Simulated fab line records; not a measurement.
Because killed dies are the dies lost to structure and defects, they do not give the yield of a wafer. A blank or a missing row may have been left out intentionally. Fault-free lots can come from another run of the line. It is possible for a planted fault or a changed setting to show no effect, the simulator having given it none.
One fault seen from 2 desks | flow berkeleyCmos170 | each desk has only its own numbers; what lay behind them comes last

== FOR THE TOOL OWNER'S DESK: rieSi-02 ==
The tool's own readings at UCB170_GATE_ETCH_15 (etches poly-Si in HBr/Cl2, stops on SiO2, time 56.3 s, target depth 278.2 nm): means of the sampled wafers that have a number, for each lot that ran on this tool. A lot is out of limits, marked OUT, if its mean lies more than 4 standard deviations from the usual mean; the brackets give that distance.
Columns: A = drypumpMotorCurrentA at UCB170_GATE_ETCH_15, usual 5.5 A; B = oesProductAu at UCB170_GATE_ETCH_15, usual 0.836 a.u.; C = throttleValvePct at UCB170_GATE_ETCH_15, usual 26.32 %
lot  | first seen here | A   | B                | C
L938 | day 6 14:05     | 5.7 | 0.831            | 26.11
L939 | day 6 14:34     | 5.6 | 0.852            | 26.29
L942 | day 7 09:04     | 5.7 | 0.834            | 26.13
L947 | day 7 17:03     | 5.4 | 0.831            | 26.25
L946 | day 7 17:30     | 5.4 | 0.839            | 26.26
L952 | day 8 22:17     | 5.7 | 0.954 (+7.0) OUT | 26.26
L954 | day 9 07:46     | 5.4 | 0.962 (+7.4) OUT | 26.26
L953 | day 9 08:18     | 5.7 | 0.971 (+8.0) OUT | 26.26
This desk's finding: out of limits on L952, L953, L954; first on L952, day 8 22:17 (oesProductAu at UCB170_GATE_ETCH_15). L938, L939, L942, L947, L946: within limits.

== METROLOGY DESK ==
What the gauges read, lot by lot, whatever tool the lot ran on: means of the sampled wafers that have a number. A lot is out of limits, marked OUT, if its mean lies more than 4 standard deviations from the usual mean; the brackets give that distance.
Columns: A = M2_OVL at UCB170_M2_OVL_MEAS_16, usual 0 nm; B = V2_POLISHED_THK at UCB170_V2_THK_MEAS_04, usual 999.6 nm; C = cdNm at UCB170_M3_CD_MEAS_15, usual 700.5 nm
lot  | first seen here | A  | B      | C
L939 | day 8 04:42     | 2  | 999.5  | 701.0
L938 | day 8 05:16     | -6 | 999.4  | 700.1
L942 | day 8 17:01     | -2 | 999.8  | 700.1
L944 | day 8 17:08     | -1 | 999.3  | 701.7
L941 | day 8 17:38     | 5  | 1001.3 | 700.2
L947 | day 9 03:48     | -2 | 1001.7 | 699.4
L946 | day 9 04:05     | 5  | 1000.6 | 701.7
L945 | day 9 04:14     | -4 | 999.9  | 700.8
L949 | day 9 16:59     | -4 | 1000.4 | 702.2
L952 | day 10 09:31    | -2 | 998.9  | 699.4
L954 | day 10 16:26    | -2 | 998.6  | 701.4
L953 | day 10 17:12    | 1  | 998.6  | 701.4
L956 | day 11 10:51    | -1 | 999.4  | 700.7
L960 | day 11 20:17    | -3 | 997.8  | 699.1
L961 | day 12 04:58    | -8 | 998.8  | 700.0
This desk's verdict: no lot among the 15 shows anything out of limits.

== BROUGHT TOGETHER ==
An alarm could have come from the tool owner's desk at day 8 22:17, on L952, L953, L954.
Metrology desk: nothing out of limits seen.
The metrology desk holds a record of L952, L953, L954, inside its limits.
UCB170_GATE_ETCH_15 was run on rieSi-02 by each of the lots named.

== WHAT HAD BEEN PUT IN BY THE SIMULATOR ==
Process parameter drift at UCB170_GATE_ETCH_15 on rieSi-02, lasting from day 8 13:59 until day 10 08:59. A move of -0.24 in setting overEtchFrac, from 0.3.
Shown lots that were struck: L952, L953, L954.
How many hours passed from the start of the fault until each desk's first out-of-limits reading: the tool owner's desk, 8.
